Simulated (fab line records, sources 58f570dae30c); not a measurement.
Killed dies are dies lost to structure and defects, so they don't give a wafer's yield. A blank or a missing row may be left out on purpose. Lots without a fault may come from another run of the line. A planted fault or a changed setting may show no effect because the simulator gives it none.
fab line records | flow berkeley_cmos170
record lots=7 wafers=21 last_day=12
route steps=331 shown CONTACT@216
lots that met no fault: from a run of the same line without faults
start_h: hours from the record's first day to the start of the lot's first wafer shown | wait_h: hours since the lot's step before | " the same as in the row above | L1.1+2: a row that stands for several wafers | - no value, or no start given | * or withheld: withheld | < > ~ a bound
route shown NAME@n: a module of which the file shows steps, and the number in the route of the first | usual: mean/standard deviation of fault-free wafers | same: alike in all rows | chamber/n: place in a boat | sites: the reading at each site | _std_site: their standard deviation | _edge_site: outer sites' mean less inner sites' | radius_mm: how far each site lies from the wafer's centre | mask NAME#n: copy n | behind: the tool/chamber that last shaped the wafer | hold: why the lot was held/for how many hours/how that ended | device: the transistor (n, p or np) that didn't switch | end of line: the same wafers' tests at the end of the route | a step without rows: its recipe alone | killed: dies lost to structure and defects at the first sort, not the wafer's yield | map: a wafer's dies, x killed, . not, _ none there
set.NAME: the setting as run; set.NAME@STEP: as run at that earlier step | model.NAME: the simulator's own value behind a step, which no gauge read
lots at some steps of the route; a table a step, a row a wafer
services: from which hour (start_h, from the record's first day; less than 0 if before it) a tool's chamber was out of use, for how many hours, and why
## steps
# step UCB170_CONTACT_CLEAN_00
# recipe chemistry=SPM temp_c=120 time_s=600
# step UCB170_CONTACT_CVD_01
# recipe material=PSG target_thk_nm=700 temp_c=450 precursor=SiH4/O2/PH3 time_s=2820 pressure_mtorr=300 sih4_flow_sccm=60 o2_flow_sccm=90 ph3_flow_sccm=25
# step UCB170_CONTACT_THK_MEAS_02
# recipe reads=PSG_of_CONTACT_CVD_01
# usual CONTACT_PSG_THK=701/7.5
# columns lot.wafer tool chamber start_h wait_h CONTACT_PSG_THK[nm]
L747.2 film_metro-02 - 183.92 0.0 711
L747.4 " - " " 704
L747.6 " - " " 705
L756.1 film_metro-02 - 223.19 0.0 707
L756.2 " - " " 705
L756.4 " - " " 704
L758.1 film_metro-04 - 235.23 0.0 699
L758.2 " - " " 699
L758.5 " - " " 699
L759.1 film_metro-03 - 244.36 0.0 710
L759.2 " - " " 704
L759.5 " - " " 708
L760.1 film_metro-04 - 246.14 0.0 693
L760.2 " - " " 690
L760.4 " - " " 690
L761.1 film_metro-02 - 246.16 0.0 687
L761.3 " - " " 687
L761.6 " - " " 685
L763.2 film_metro-04 - 255.97 0.0 697
L763.3 " - " " 693
L763.5 " - " " 699
# step UCB170_CONTACT_HMDS_03
# recipe prime_time_s=60 prime_temp_c=100
# step UCB170_CONTACT_COAT_04
# recipe resist=KrF spin_rpm=1500 resist_thk_nm=900
# step UCB170_CONTACT_SOFTBAKE_05
# recipe resist=KrF temp_c=130 time_s=60
# step UCB170_CONTACT_STRIP_06
# recipe chemistry=O2 power_w=400 pressure_mtorr=3500 platen_temp_c=withheld o2_flow_sccm=400 overash_fraction=0.5
# usual chamber_pressure_mTorr=3500.5/3 drypump_motor_current_A=5.6/0.55 o2_flow_sccm=399.8/1.3 oes_product_au=0.734/0.0043 strip_time_to_endpoint_s=21.96/0.054
# columns lot.wafer tool chamber start_h wait_h chamber_pressure_mTorr drypump_motor_current_A o2_flow_sccm oes_product_au rf_hours_counter_h strip_time_to_endpoint_s
L747.2 plasma_asher-02 0 184.42 0.1 3502.5 5.8 399.8 0.729 8 21.88
L747.4 " 1 " " 3500.2 6.3 399.0 0.734 - 21.91
L747.6 " 1 " " 3499.0 6.3 398.1 0.739 - 21.94
L756.1 plasma_asher-04 0 223.70 0.1 3500.8 4.6 399.0 0.735 53 21.96
L756.2 " 1 " " 3502.6 5.3 401.0 0.731 53 21.98
L756.4 " 1 " " 3500.9 5.3 399.4 0.732 - 21.93
L758.1 plasma_asher-02 1 235.74 0.1 3500.7 6.2 399.7 0.737 14 21.96
L758.2 " 0 " " 3497.3 5.8 399.8 0.735 14 21.93
L758.5 " 0 " " 3498.3 5.8 401.4 0.733 - 21.95
L759.1 plasma_asher-02 1 245.35 0.1 3496.8 6.3 401.3 0.742 16 22.05
L759.2 " 0 " " 3509.5 5.8 401.2 0.731 16 21.99
L759.5 " 0 " " 3503.0 5.8 400.4 0.729 - 22.06
L760.1 plasma_asher-03 1 246.80 0.1 3499.9 5.6 400.0 0.741 48 21.93
L760.2 " 0 " " 3500.2 6.1 400.1 0.738 48 22.00
L760.4 " 1 " " 3502.5 5.7 397.8 0.737 - 21.97
L761.1 plasma_asher-02 1 246.88 0.1 3497.6 6.2 398.8 0.733 16 21.88
L761.3 " 0 " " 3505.2 5.8 400.4 0.731 - 21.85
L761.6 " 0 " " 3500.4 5.8 399.9 0.727 - 21.93
L763.2 plasma_asher-04 1 256.90 0.1 3501.5 5.3 398.0 0.739 58 21.93
L763.3 " 1 " " 3504.5 5.3 397.8 0.741 - 21.95
L763.5 " 1 " " 3496.5 5.3 398.0 0.732 - 21.95
# step UCB170_CONTACT_CLEAN_07
# recipe chemistry=SPM temp_c=120 time_s=600
# step UCB170_CONTACT_RTA_08
# recipe temp_c=900 time_s=10 ambient=N2
# usual chamber_o2_ppm=1.997/0.024 lamp_power_pct=23.4/1.5 wafer_temp_C_max=904.5/1.3
# columns lot.wafer tool chamber start_h wait_h chamber_o2_ppm lamp_power_pct wafer_temp_C_max
L747.2 rtp_anneal-01 0 184.70 0.0 1.983 25.2 902.6
L747.4 " 0 " " 1.985 25.2 903.0
L747.6 " 0 " " 1.976 25.2 903.1
L756.1 rtp_anneal-01 0 225.41 0.0 2.054 25.2 902.9
L756.2 " 0 " " 2.026 25.2 903.0
L756.4 " 0 " " 2.018 25.2 903.4
L758.1 rtp_anneal-02 0 238.69 0.0 1.980 22.2 903.4
L758.2 " 0 " " 1.991 22.2 905.1
L758.5 " 0 " " 1.954 22.2 905.1
L759.1 rtp_anneal-02 0 245.62 0.0 2.001 22.2 905.3
L759.2 " 0 " " 1.944 22.2 904.6
L759.5 " 0 " " 2.005 22.2 906.3
L760.1 rtp_anneal-01 0 249.68 0.0 2.009 25.2 903.3
L760.2 " 0 " " 1.973 25.2 903.7
L760.4 " 0 " " 2.010 25.2 904.4
L761.1 rtp_anneal-02 0 249.68 0.0 1.969 22.2 904.6
L761.3 " 0 " " 2.006 22.2 906.5
L761.6 " 0 " " 2.002 22.2 906.5
L763.2 rtp_anneal-02 0 257.18 0.0 1.968 22.2 904.5
L763.3 " 0 " " 1.980 22.2 906.8
L763.5 " 0 " " 2.022 22.2 904.9
# step UCB170_CONTACT_COAT_09
# recipe resist=BARC temp_c=withheld time_s=withheld spin_rpm=3000 resist_thk_nm=withheld
# step UCB170_CONTACT_COAT_10
# recipe resist=KrF spin_rpm=1500 resist_thk_nm=900
# step UCB170_CONTACT_SOFTBAKE_11
# recipe resist=KrF temp_c=130 time_s=60
# step UCB170_CONTACT_EXPOSE_12
# recipe mask_id=CONT target_cd_nm=700 na=0.5 sigma_outer=0.6 source_shape=conventional dose_mj=35
# usual exposure_dose_mJ_cm2=34.98/0.035 focus_offset_nm=0.1/0.53
# columns lot.wafer tool chamber start_h wait_h mask exposure_dose_mJ_cm2 focus_offset_nm
L747.2 krf_scanner-01 0 185.29 - CONT#0 34.97 0.0
L747.4 " 0 " " CONT#0 34.97 -0.5
L747.6 " 0 " " CONT#0 34.99 -0.4
L756.1 krf_scanner-01 - 226.37 - CONT#0 - -
L756.2 " - " " CONT#0 - -
L756.4 " - " " CONT#0 - -
L758.1 krf_scanner-01 - 239.66 - CONT#0 - -
L758.2 " - " " CONT#0 - -
L758.5 " - " " CONT#0 - -
L759.1 krf_scanner-02 - 246.55 - CONT#0 - -
L759.2 " - " " CONT#0 - -
L759.5 " - " " CONT#0 - -
L760.1 krf_scanner-02 0 250.46 - CONT#0 35.03 1.5
L760.2 " 0 " " CONT#0 35.03 1.0
L760.4 " 0 " " CONT#0 35.09 0.9
L761.1 krf_scanner-02 0 250.58 - CONT#0 34.95 0.4
L761.3 " 0 " " CONT#0 34.98 0.2
L761.6 " 0 " " CONT#0 34.97 -0.6
L763.2 krf_scanner-02 0 257.71 - CONT#0 34.97 0.0
L763.3 " 0 " " CONT#0 35.00 -0.2
L763.5 " 0 " " CONT#0 34.95 0.0
# step UCB170_CONTACT_PEB_13
# recipe peb_temp_c=130 peb_time_s=withheld resist=KrF
## services
# columns tool chamber start_h hours kind
krf_scanner-01 - 163.39 0.8 pm
krf_scanner-02 - 165.10 0.6 repair
krf_scanner-01 - 172.29 1.3 pm
plasma_asher-04 - 174.07 3.2 repair
krf_scanner-02 - 176.28 0.1 repair
krf_scanner-02 - 179.69 8.9 repair
krf_scanner-02 - 204.16 3.3 repair
krf_scanner-02 - 214.35 0.2 repair
krf_scanner-02 - 226.32 1.3 pm
krf_scanner-02 - 230.01 3.6 pm
krf_scanner-01 - 243.26 4.0 pm
krf_scanner-01 - 250.04 9.9 repair
krf_scanner-01 - 250.38 0.5 repair
## key
first_sign step=UCB170_CONTACT_EXPOSE_12 reading=tool_record direction=missing
effect none on later readings
met_at UCB170_CONTACT_EXPOSE_12
struck_wafers L756.1,L756.2,L756.4,L758.1,L758.2,L758.5,L759.1,L759.2,L759.5
later_rows_left_out L756.1,L756.2,L756.4,L758.1,L758.2,L758.5,L759.1,L759.2,L759.5
sort_left_out L756.1,L756.2,L756.4,L758.1,L758.2,L758.5,L759.1,L759.2,L759.5
tester_left_out L756,L758,L759
onset_between 185.29 226.37
fault kind=skipped_step_whole tool=krf_scanner-01,krf_scanner-02 chamber=- onset_h=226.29 steps=UCB170_CONTACT_EXPOSE_12 scope=struck_lots_only
# tester_left_out: of these lots the tester's yield and bins aren't shown, on N5 and GAA mostly nor the transistor test; their killed dies are dies lost to structure and defects alone, not to doping, threshold or leakage, so they don't give the yield
# sort_left_out: the simulated sort isn't trusted on such a fault, so these wafers' sort isn't shown, and their yield isn't known
# later_rows_left_out: the simulator's readings of these wafers behind a module that went badly wrong aren't trusted and aren't shown, but for the sort
